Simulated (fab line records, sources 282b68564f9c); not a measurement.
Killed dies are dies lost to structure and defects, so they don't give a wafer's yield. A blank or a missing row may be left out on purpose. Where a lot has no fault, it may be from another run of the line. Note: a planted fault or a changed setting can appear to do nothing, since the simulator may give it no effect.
fab line records	flow rit-cmos	part 1 of 2: steps 1 to 37 of 51
record: lots: 5	wafers: 15	last-day: 7
route steps=202 shown ACTIVE@2 FOX1@20 FOX2@23 NWELL@28 PWELL@39 WELLDRIVE@50
lots untouched by any fault: they come from a run of this same line in which no faults occurred
start-h: start of the lot's first displayed wafer, in hours after the record's first day	wait-h: time in hours since the lot's previous step	" repeats the value in the row above	L1.1+2: a single row standing in for several wafers	- no value, or no start was given	* or withheld: withheld	< > ~ a bound
route shown NAME@n: a module of which the file shows steps, and the number in the route of the first	usual: mean/standard deviation taken from wafers without a fault	same: alike in all rows	chamber/n: place in a boat	sites: each site's reading	_std_site: the standard deviation of these	_edge_site: mean of outer sites minus mean of inner sites	radius-mm: how far each site lies from the wafer's centre	mask NAME#n: copy n	behind: the last tool/chamber to shape the wafer	hold: reason for holding the lot/hours on hold/outcome of the hold	device: whichever transistor did not switch (one of n, p or np)	end of line: at the end of the route, the tests of the same wafers	a step given without rows: its recipe and nothing more	killed: the dies lost at the first sort to structure and to defects; this is not the yield of the wafer	map: the dies of a wafer, with x for killed, . for not killed, _ for no die there
set.NAME: setting as actually run; set.NAME@STEP: the setting as run at that earlier step	model.NAME: the simulator's own value behind a step, which no gauge read
a table for each step, a row for each wafer; lots at some steps of the route
services: when a tool's chamber went out of use (start-h, in hours from the record's first day, below 0 if earlier), for how many hours, and the reason
== steps ==
step: RIT_ACTIVE_OXIDATION_01
recipe: temp-c: 1000	ambient: O2	target-thk-a: 468	ox-time-s: 3360
lot.wafer	tool	chamber	start-h	wait-h
L075.3+4+5	furnace-01	0	15.37	0.3
L077.2+5+6	furnace-02	0	25.12	0.1
L086.2+3+4	furnace-01	0	70.12	0.1
L090.2+4+5	furnace-02	0	90.12	0.1
L097.1+3+5	furnace-02	0	125.12	0.1
step: RIT_ACTIVE_THK_MEAS_02
recipe: reads: SiO2_of_ACTIVE_OXIDATION_01
usual: ACTIVE_OXIDE_THK: 46.9/0.79
lot.wafer	tool	chamber	start-h	wait-h	ACTIVE_OXIDE_THK[nm]
L075.3	film-metro-01	-	17.33	0.0	48.4
L075.4	"	-	"	"	47.6
L075.5	"	-	"	"	48.9
L077.2	film-metro-04	-	27.06	0.0	45.6
L077.5	"	-	"	"	45.2
L077.6	"	-	"	"	46.4
L086.2	film-metro-01	-	72.06	0.0	47.6
L086.3	"	-	"	"	47.2
L086.4	"	-	"	"	47.1
L090.2	film-metro-04	-	92.06	0.0	46.8
L090.4	"	-	"	"	47.1
L090.5	"	-	"	"	46.8
L097.1	film-metro-04	-	127.05	0.0	48.1
L097.3	"	-	"	"	47.6
L097.5	"	-	"	"	47.7
step: RIT_ACTIVE_CVD_03
recipe: material: Si3N4	target-thk-nm: 150	temp-c: 810	precursor: SiH2Cl2/NH3	time-s: 1500	pressure-mtorr: 300	sih2cl2-flow-sccm: 60	nh3-flow-sccm: 150
lot.wafer	tool	chamber	start-h	wait-h
L075.3+4+5	lpcvd-01	0	21.66	4.3
L077.2+5+6	lpcvd-02	1	27.11	0.0
L086.2+3+4	lpcvd-02	1	72.11	0.0
L090.2+4+5	lpcvd-02	0	92.11	0.0
L097.1+3+5	lpcvd-02	0	127.11	0.1
step: RIT_ACTIVE_THK_MEAS_04
recipe: reads: Si3N4_of_ACTIVE_CVD_03
usual: ACTIVE_NITRIDE_THK: 149.6/1.5
lot.wafer	tool	chamber	start-h	wait-h	ACTIVE_NITRIDE_THK[nm]
L075.3	film-metro-04	-	23.80	0.0	150.6
L075.4	"	-	"	"	151.0
L075.5	"	-	"	"	151.3
L077.2	film-metro-03	-	28.54	0.0	148.4
L077.5	"	-	"	"	148.9
L077.6	"	-	"	"	148.3
L086.2	film-metro-01	-	73.54	0.0	152.9
L086.3	"	-	"	"	152.6
L086.4	"	-	"	"	153.5
L090.2	film-metro-03	-	93.54	0.0	146.7
L090.4	"	-	"	"	147.1
L090.5	"	-	"	"	146.9
L097.1	film-metro-03	-	128.53	0.0	150.8
L097.3	"	-	"	"	151.9
L097.5	"	-	"	"	150.7
step: RIT_ACTIVE_HMDS_05
recipe: prime-time-s: 60	prime-temp-c: 140
lot.wafer	tool	chamber	start-h	wait-h
L075.3+4+5	litho-track-01	0	23.89	0.1
L077.2+5+6	litho-track-01	0	28.80	0.2
L086.2+3+4	litho-track-03	0	73.61	0.1
L090.2+4+5	litho-track-03	0	93.61	0.1
L097.1+3+5	litho-track-01	0	128.59	0.1
step: RIT_ACTIVE_COAT_06
recipe: resist: NOVOLAK	spin-rpm: 3327	resist-thk-nm: 1000
lot.wafer	tool	chamber	start-h	wait-h
L075.3+4+5	litho-track-01	0	24.04	0.1
L077.2+5+6	litho-track-01	0	28.95	0.1
L086.2+3+4	litho-track-03	0	73.77	0.1
L090.2+4+5	litho-track-03	0	93.77	0.1
L097.1+3+5	litho-track-01	0	128.74	0.1
step: RIT_ACTIVE_SOFTBAKE_07
recipe: resist: NOVOLAK	temp-c: 90	time-s: 60
lot.wafer	tool	chamber	start-h	wait-h
L075.3+4+5	litho-track-01	0	24.19	0.1
L077.2+5+6	litho-track-01	0	29.10	0.1
L086.2+3+4	litho-track-03	0	73.92	0.1
L090.2+4+5	litho-track-03	0	93.92	0.1
L097.1+3+5	litho-track-01	0	128.89	0.1
step: RIT_ACTIVE_EXPOSE_08
recipe: mask-id: M1	na: 0.6	source-shape: conventional	sigma-outer: 0.6	target-cd-nm: 1400	dose-mj: 225
lot.wafer	tool	chamber	start-h	wait-h	mask
L075.3+4+5	iline-stepper-01	0	24.46	0.2	M1#0
L077.2+5+6	iline-stepper-01	0	29.24	0.1	M1#0
L086.2+3+4	iline-stepper-01	0	74.06	0.1	M1#0
L090.2+4+5	iline-stepper-01	0	94.06	0.1	M1#0
L097.1+3+5	iline-stepper-02	0	129.04	0.1	M1#0
step: RIT_ACTIVE_PEB_09
recipe: resist: NOVOLAK	temp-c: withheld	time-s: withheld
lot.wafer	tool	chamber	start-h	wait-h
L075.3+4+5	litho-track-03	0	24.58	0.1
L077.2+5+6	litho-track-03	0	29.36	0.1
L086.2+3+4	litho-track-01	0	74.18	0.1
L090.2+4+5	litho-track-03	0	94.18	0.1
L097.1+3+5	litho-track-01	0	129.16	0.1
step: RIT_ACTIVE_DEVELOP_10
recipe: resist: NOVOLAK	develop-time-s: 50	dev-temp-c: 23
lot.wafer	tool	chamber	start-h	wait-h
L075.3+4+5	litho-track-03	0	-	-
L077.2+5+6	litho-track-03	0	-	-
L086.2+3+4	litho-track-01	0	-	-
L090.2+4+5	litho-track-03	0	-	-
L097.1+3+5	litho-track-01	0	-	-
step: RIT_ACTIVE_CD_MEAS_11
recipe: target-cd-nm: 1400
usual: cd-nm: 1398.8/2.2
lot.wafer	tool	chamber	start-h	wait-h	cd-nm
L075.3	cd-sem-02	-	24.86	-	1394.6
L075.4	"	-	"	"	1396.0
L075.5	"	-	"	"	1399.2
L077.2	cd-sem-01	-	29.64	-	1400.1
L077.5	"	-	"	"	1401.3
L077.6	"	-	"	"	1402.0
L086.2	cd-sem-02	-	74.46	-	1401.7
L086.3	"	-	"	"	1401.4
L086.4	"	-	"	"	1400.4
L090.2	cd-sem-01	-	94.46	-	1398.2
L090.4	"	-	"	"	1395.6
L090.5	"	-	"	"	1395.9
L097.1	cd-sem-02	-	129.44	-	1398.7
L097.3	"	-	"	"	1396.6
L097.5	"	-	"	"	1397.4
step: RIT_ACTIVE_HARDBAKE_12
recipe: resist: NOVOLAK	temp-c: 140	time-s: 60
lot.wafer	tool	chamber	start-h	wait-h
L075.3+4+5	litho-track-01	0	24.99	0.1
L077.2+5+6	litho-track-01	0	29.77	0.1
L086.2+3+4	litho-track-01	0	74.58	0.1
L090.2+4+5	litho-track-01	0	94.69	0.2
L097.1+3+5	litho-track-03	0	129.67	0.2
step: RIT_ACTIVE_ETCH_13
recipe: stop-on: SiO2	chemistry: SF6	target: Si3N4	time-s: 210	over-etch-frac: 0.4	SF6_flow_sccm: 200	pressure-mtorr: 260	rf-w: 125	target-depth-a: 2100
usual: drypump-motor-current-A: 5.8/0.44	oes-product-au: 0.818/0.012	throttle-valve-pct: 7.52/0.14
lot.wafer	tool	chamber	start-h	wait-h	drypump-motor-current-A	oes-product-au	rf-hours-counter-h	throttle-valve-pct
L075.3	rie-diel-02	1	25.09	0.1	6.5	0.825	2	7.63
L075.4	"	0	"	"	5.1	0.832	25	7.51
L075.5	"	2	"	"	5.5	0.804	-	7.58
L077.2	rie-diel-02	2	29.89	0.1	5.5	0.805	150	7.58
L077.5	"	1	"	"	6.5	0.820	-	7.62
L077.6	"	2	"	"	5.5	0.805	-	7.58
L086.2	rie-diel-03	0	74.71	0.1	5.7	0.823	39	7.57
L086.3	"	3	"	"	5.8	0.826	61	7.46
L086.4	"	2	"	"	5.3	0.841	114	7.57
L090.2	rie-diel-03	3	94.82	0.1	5.8	0.825	61	7.45
L090.4	"	0	"	"	5.7	0.811	39	7.55
L090.5	"	1	"	"	6.1	0.813	-	7.28
L097.1	rie-diel-03	3	129.82	0.1	5.8	0.816	62	7.43
L097.3	"	0	"	"	5.7	0.830	40	7.56
L097.5	"	0	"	"	5.7	0.821	-	7.56
step: RIT_ACTIVE_STRIP_14
recipe: chemistry: O2	time-s: 180	resist: NOVOLAK	platen-temp-c: withheld	power-w: 500	pressure-mtorr: 4000	o2-flow-sccm: 4000
usual: drypump-motor-current-A: 5.5/0.37
lot.wafer	tool	chamber	start-h	wait-h	drypump-motor-current-A	rf-hours-counter-h
L075.3	plasma-asher-03	1	25.28	0.1	5.9	-
L075.4	"	0	"	"	5.9	-
L075.5	"	0	"	"	5.9	-
L077.2	plasma-asher-01	0	30.03	0.1	4.7	38
L077.5	"	1	"	"	5.2	-
L077.6	"	0	"	"	4.7	-
L086.2	plasma-asher-04	0	74.84	0.1	5.3	28
L086.3	"	1	"	"	5.7	-
L086.4	"	0	"	"	5.3	-
L090.2	plasma-asher-03	1	94.95	0.1	5.9	43
L090.4	"	1	"	"	5.8	-
L090.5	"	1	"	"	5.8	-
L097.1	plasma-asher-01	1	129.96	0.1	5.2	49
L097.3	"	0	"	"	4.7	-
L097.5	"	0	"	"	4.7	-
step: RIT_ACTIVE_CD_MEAS_90
recipe: target-cd-nm: 1400
usual: cd-nm: 1398.8/2.1
lot.wafer	tool	chamber	start-h	wait-h	cd-nm
L075.3	cd-sem-01	-	25.46	0.1	1394.5
L075.4	"	-	"	"	1395.7
L075.5	"	-	"	"	1399.3
L077.2	cd-sem-01	-	30.22	0.1	1399.8
L077.5	"	-	"	"	1401.4
L077.6	"	-	"	"	1402.2
L086.2	cd-sem-02	-	75.04	0.1	1401.8
L086.3	"	-	"	"	1401.3
L086.4	"	-	"	"	1400.5
L090.2	cd-sem-01	-	95.14	0.1	1398.5
L090.4	"	-	"	"	1395.6
L090.5	"	-	"	"	1395.9
L097.1	cd-sem-01	-	130.13	0.1	1398.9
L097.3	"	-	"	"	1396.8
L097.5	"	-	"	"	1397.3
step: RIT_ACTIVE_CLEAN_15
recipe: chemistry: SC1	mix: 3:3:50	time-s: 623	temp-c: 75
lot.wafer	tool	chamber	start-h	wait-h
L075.3+4+5	wet-bench-03	0	25.54	0.1
L077.2+5+6	wet-bench-01	2	30.32	0.1
L086.2+3+4	wet-bench-02	1	75.14	0.1
L090.2+4+5	wet-bench-01	1	95.24	0.1
L097.1+3+5	wet-bench-03	2	130.25	0.1
step: RIT_ACTIVE_CLEAN_16
recipe: chemistry: dHF	dilution: 50:1	time-s: 30
lot.wafer	tool	chamber	start-h	wait-h
L075.3+4+5	wet-bench-01	0	25.72	0.0
L077.2+5+6	wet-bench-03	0	30.50	0.0
L086.2+3+4	wet-bench-01	2	75.31	0.0
L090.2+4+5	wet-bench-02	0	95.44	0.0
L097.1+3+5	wet-bench-01	1	130.43	0.0
step: RIT_ACTIVE_CLEAN_17
recipe: chemistry: SC2	mix: 3:3:50	time-s: 600	temp-c: 75	dry: n2-spin
lot.wafer	tool	chamber	start-h	wait-h
L075.3+4+5	wet-bench-03	1	25.73	0.0
L077.2+5+6	wet-bench-02	0	30.51	0.0
L086.2+3+4	wet-bench-03	1	75.33	0.0
L090.2+4+5	wet-bench-03	3	95.45	0.0
L097.1+3+5	wet-bench-03	3	130.45	0.0
step: RIT_FOX1_OXIDATION_00
recipe: temp-c: 1100	ambient: H2O	target-thk-a: 3507	p-h2o-torr: 720	ox-time-s: 1130
lot.wafer	tool	chamber	start-h	wait-h
L075.3+4+5	furnace-04	0	25.91	0.0
L077.2+5+6	furnace-04	0	30.70	0.0
L086.2+3+4	furnace-01	0	75.76	0.3
L090.2+4+5	furnace-04	0	95.63	0.0
L097.1+3+5	furnace-02	0	130.77	0.2
step: RIT_FOX1_THK_MEAS_01
recipe: reads: SiO2_of_FOX1_OXIDATION_00
usual: FOX1_OXIDE_THK: 354/6.9
lot.wafer	tool	chamber	start-h	wait-h	FOX1_OXIDE_THK[nm]
L075.3	film-metro-02	-	27.24	0.0	352
L075.4	"	-	"	"	346
L075.5	"	-	"	"	349
L077.2	film-metro-03	-	32.03	0.0	360
L077.5	"	-	"	"	355
L077.6	"	-	"	"	364
L086.2	film-metro-02	-	77.08	0.0	344
L086.3	"	-	"	"	340
L086.4	"	-	"	"	348
L090.2	film-metro-04	-	96.95	0.0	349
L090.4	"	-	"	"	350
L090.5	"	-	"	"	349
L097.1	film-metro-04	-	132.08	0.0	349
L097.3	"	-	"	"	357
L097.5	"	-	"	"	356
step: RIT_FOX1_WET_ETCH_02
recipe: chemistry: BOE	target-depth-nm: 350	time-s: 390	temp-c: 21.5	dry: n2-spin	dilution: 10:1	target: SiO2
lot.wafer	tool	chamber	start-h	wait-h
L075.3+4+5	wet-bench-02	3	27.28	0.0
L077.2+5+6	wet-bench-01	2	32.08	0.0
L086.2+3+4	wet-bench-01	2	77.13	0.0
L090.2+4+5	wet-bench-04	0	97.00	0.0
L097.1+3+5	wet-bench-02	2	132.14	0.1
step: RIT_FOX2_OXIDATION_00
recipe: temp-c: 1100	ambient: H2O	target-thk-a: 3507	p-h2o-torr: 720	ox-time-s: 1130
lot.wafer	tool	chamber	start-h	wait-h
L075.3+4+5	furnace-04	0	27.41	0.0
L077.2+5+6	furnace-01	0	32.19	0.0
L086.2+3+4	furnace-04	0	77.25	0.0
L090.2+4+5	furnace-04	0	97.12	0.0
L097.1+3+5	furnace-04	0	132.27	0.0
step: RIT_FOX2_THK_MEAS_01
recipe: reads: SiO2_of_FOX2_OXIDATION_00
usual: FOX2_OXIDE_THK: 351/6.6
lot.wafer	tool	chamber	start-h	wait-h	FOX2_OXIDE_THK[nm]
L075.3	film-metro-02	-	28.74	0.0	355
L075.4	"	-	"	"	351
L075.5	"	-	"	"	349
L077.2	film-metro-02	-	33.52	0.0	351
L077.5	"	-	"	"	356
L077.6	"	-	"	"	350
L086.2	film-metro-02	-	78.57	0.0	341
L086.3	"	-	"	"	340
L086.4	"	-	"	"	344
L090.2	film-metro-02	-	98.44	0.0	357
L090.4	"	-	"	"	358
L090.5	"	-	"	"	357
L097.1	film-metro-04	-	133.59	0.0	355
L097.3	"	-	"	"	350
L097.5	"	-	"	"	351
step: RIT_FOX2_CLEAN_02
recipe: chemistry: dHF	dilution: 50:1	time-s: 180
lot.wafer	tool	chamber	start-h	wait-h
L075.3+4+5	wet-bench-04	1	28.78	0.0
L077.2+5+6	wet-bench-04	0	33.57	0.0
L086.2+3+4	wet-bench-03	0	78.62	0.0
L090.2+4+5	wet-bench-04	3	98.49	0.0
L097.1+3+5	wet-bench-03	1	133.65	0.1
step: RIT_FOX2_WET_ETCH_03
recipe: chemistry: H3PO4	target: Si3N4	target-depth-nm: 195	temp-c: 165	time-s: 2700
lot.wafer	tool	chamber	start-h	wait-h
L075.3+4+5	wet-bench-03	3	28.84	0.0
L077.2+5+6	wet-bench-03	3	33.63	0.0
L086.2+3+4	wet-bench-02	0	78.74	0.0
L090.2+4+5	wet-bench-04	2	98.55	0.0
L097.1+3+5	wet-bench-04	2	133.77	0.0
step: RIT_FOX2_THK_MEAS_90
recipe: reads: SiO2_of_FOX2_OXIDATION_00
usual: FIELD_OXIDE_LEFT_1_THK: 324/6.7
lot.wafer	tool	chamber	start-h	wait-h	FIELD_OXIDE_LEFT_1_THK[nm]
L075.3	film-metro-02	-	29.62	0.0	328
L075.4	"	-	"	"	324
L075.5	"	-	"	"	321
L077.2	film-metro-02	-	34.39	0.0	323
L077.5	"	-	"	"	329
L077.6	"	-	"	"	322
L086.2	film-metro-04	-	79.51	0.0	314
L086.3	"	-	"	"	313
L086.4	"	-	"	"	317
L090.2	film-metro-02	-	99.32	0.0	329
L090.4	"	-	"	"	331
L090.5	"	-	"	"	330
L097.1	film-metro-02	-	135.29	0.0	327
L097.3	"	-	"	"	323
L097.5	"	-	"	"	324
step: RIT_NWELL_HMDS_00
recipe: prime-time-s: 60	prime-temp-c: 140
lot.wafer	tool	chamber	start-h	wait-h
L075.3+4+5	litho-track-02	0	29.71	0.1
L077.2+5+6	litho-track-04	0	34.47	0.1
L086.2+3+4	litho-track-02	0	79.58	0.1
L090.2+4+5	litho-track-04	0	99.42	0.1
L097.1+3+5	litho-track-04	0	135.35	0.1
step: RIT_NWELL_COAT_01
recipe: resist: NOVOLAK	spin-rpm: 2000	resist-thk-nm: 1300
lot.wafer	tool	chamber	start-h	wait-h
L075.3+4+5	litho-track-02	0	29.86	0.1
L077.2+5+6	litho-track-04	0	34.62	0.1
L086.2+3+4	litho-track-02	0	79.73	0.1
L090.2+4+5	litho-track-04	0	99.57	0.1
L097.1+3+5	litho-track-04	0	135.50	0.1
step: RIT_NWELL_SOFTBAKE_02
recipe: resist: NOVOLAK	temp-c: 90	time-s: 60
lot.wafer	tool	chamber	start-h	wait-h
L075.3+4+5	litho-track-02	0	30.01	0.1
L077.2+5+6	litho-track-04	0	34.77	0.1
L086.2+3+4	litho-track-02	0	79.88	0.1
L090.2+4+5	litho-track-04	0	99.72	0.1
L097.1+3+5	litho-track-04	0	135.65	0.1
step: RIT_NWELL_EXPOSE_03
recipe: mask-id: M2	na: 0.57	target-cd-nm: 43900	dose-mj: 250
lot.wafer	tool	chamber	start-h	wait-h	mask
L075.3+4+5	iline-stepper-01	0	30.15	0.1	M2#0
L077.2+5+6	iline-stepper-01	0	34.91	0.1	M2#0
L086.2+3+4	iline-stepper-01	0	80.02	0.1	M2#0
L090.2+4+5	iline-stepper-01	0	99.99	0.2	M2#0
L097.1+3+5	iline-stepper-01	0	135.92	0.2	M2#0
step: RIT_NWELL_PEB_04
recipe: resist: NOVOLAK	temp-c: withheld	time-s: withheld
lot.wafer	tool	chamber	start-h	wait-h
L075.3+4+5	litho-track-01	0	30.28	0.1
L077.2+5+6	litho-track-01	0	35.04	0.1
L086.2+3+4	litho-track-04	0	80.15	0.1
L090.2+4+5	litho-track-04	0	100.22	0.2
L097.1+3+5	litho-track-04	0	136.04	0.1
step: RIT_NWELL_DEVELOP_05
recipe: resist: NOVOLAK	develop-time-s: 68	dev-temp-c: 23
lot.wafer	tool	chamber	start-h	wait-h
L075.3+4+5	litho-track-01	0	-	-
L077.2+5+6	litho-track-01	0	-	-
L086.2+3+4	litho-track-04	0	-	-
L090.2+4+5	litho-track-04	0	-	-
L097.1+3+5	litho-track-04	0	-	-
step: RIT_NWELL_OVL_MEAS_06
usual: NWELL_OVL: 1.2/1.5
lot.wafer	tool	chamber	start-h	wait-h	NWELL_OVL[nm]
L075.3	overlay-01	-	30.55	-	0.8
L075.4	"	-	"	"	2.1
L075.5	"	-	"	"	1.1
L077.2	overlay-01	-	35.33	-	-0.2
L077.5	"	-	"	"	3.1
L077.6	"	-	"	"	2.4
L086.2	overlay-01	-	80.44	-	0.1
L086.3	"	-	"	"	-1.3
L086.4	"	-	"	"	0.5
L090.2	overlay-01	-	100.51	-	0.6
L090.4	"	-	"	"	0.8
L090.5	"	-	"	"	1.9
L097.1	overlay-01	-	136.35	-	4.0
L097.3	"	-	"	"	3.5
L097.5	"	-	"	"	2.8
step: RIT_NWELL_HARDBAKE_07
recipe: resist: NOVOLAK	temp-c: 139.4	time-s: 120
lot.wafer	tool	chamber	start-h	wait-h
L075.3+4+5	litho-track-01	0	30.66	0.1
L077.2+5+6	litho-track-04	0	35.40	0.1
L086.2+3+4	litho-track-01	0	80.51	0.1
L090.2+4+5	litho-track-01	0	100.58	0.1
L097.1+3+5	litho-track-01	0	136.39	0.0
step: RIT_NWELL_IMPLANT_08
recipe: species: P	energy-kev: 170	dose-cm2: 5e+13	tilt-deg: 7
usual: dose-ions-cm2: 5e+13/5.9e+10
lot.wafer	tool	chamber	start-h	wait-h	dose-ions-cm2
L075.3	implanter-04	0	30.88	0.2	5.009e+13
L075.4	"	0	"	"	5.004e+13
L075.5	"	0	"	"	5.003e+13
L077.2	implanter-02	0	35.64	0.2	4.993e+13
L077.5	"	0	"	"	5e+13
L077.6	"	0	"	"	5e+13
L086.2	implanter-02	0	80.75	0.2	4.995e+13
L086.3	"	0	"	"	4.994e+13
L086.4	"	0	"	"	5.002e+13
L090.2	implanter-03	0	100.82	0.2	4.998e+13
L090.4	"	0	"	"	4.994e+13
L090.5	"	0	"	"	4.993e+13
L097.1	implanter-03	0	136.64	0.2	5.007e+13
L097.3	"	0	"	"	5.004e+13
L097.5	"	0	"	"	5.007e+13
step: RIT_NWELL_STRIP_09
recipe: chemistry: O2	time-s: 180	resist: NOVOLAK	platen-temp-c: withheld	power-w: 500	pressure-mtorr: 4000	o2-flow-sccm: 4000
usual: drypump-motor-current-A: 5.81/0.19
lot.wafer	tool	chamber	start-h	wait-h	drypump-motor-current-A	rf-hours-counter-h
L075.3	plasma-asher-03	1	31.03	0.1	5.85	-
L075.4	"	0	"	"	5.97	-
L075.5	"	1	"	"	5.86	-
L077.2	plasma-asher-03	1	35.76	0.1	5.85	37
L077.5	"	1	"	"	5.85	-
L077.6	"	0	"	"	5.93	-
L086.2	plasma-asher-04	0	80.87	0.1	5.28	29
L086.3	"	1	"	"	5.75	-
L086.4	"	0	"	"	5.30	-
L090.2	plasma-asher-03	0	100.94	0.1	5.94	44
L090.4	"	1	"	"	5.87	-
L090.5	"	1	"	"	5.85	-
L097.1	plasma-asher-04	0	136.79	0.1	5.28	35
L097.3	"	0	"	"	5.27	-
L097.5	"	1	"	"	5.75	-
step: RIT_NWELL_TW_MEAS_10
usual: NWELL_TW: 2162/11
lot.wafer	tool	chamber	start-h	wait-h	NWELL_TW
L075.3	film-metro-01	-	31.17	0.1	2153
L075.4	"	-	"	"	2152
L075.5	"	-	"	"	2167
L077.2	film-metro-02	-	35.95	0.1	2174
L077.5	"	-	"	"	2174
L077.6	"	-	"	"	2165
L086.2	film-metro-02	-	81.06	0.1	2164
L086.3	"	-	"	"	2162
L086.4	"	-	"	"	2171
L090.2	film-metro-02	-	101.13	0.1	2163
L090.4	"	-	"	"	2183
L090.5	"	-	"	"	2176
L097.1	film-metro-02	-	136.97	0.1	2170
L097.3	"	-	"	"	2174
L097.5	"	-	"	"	2163
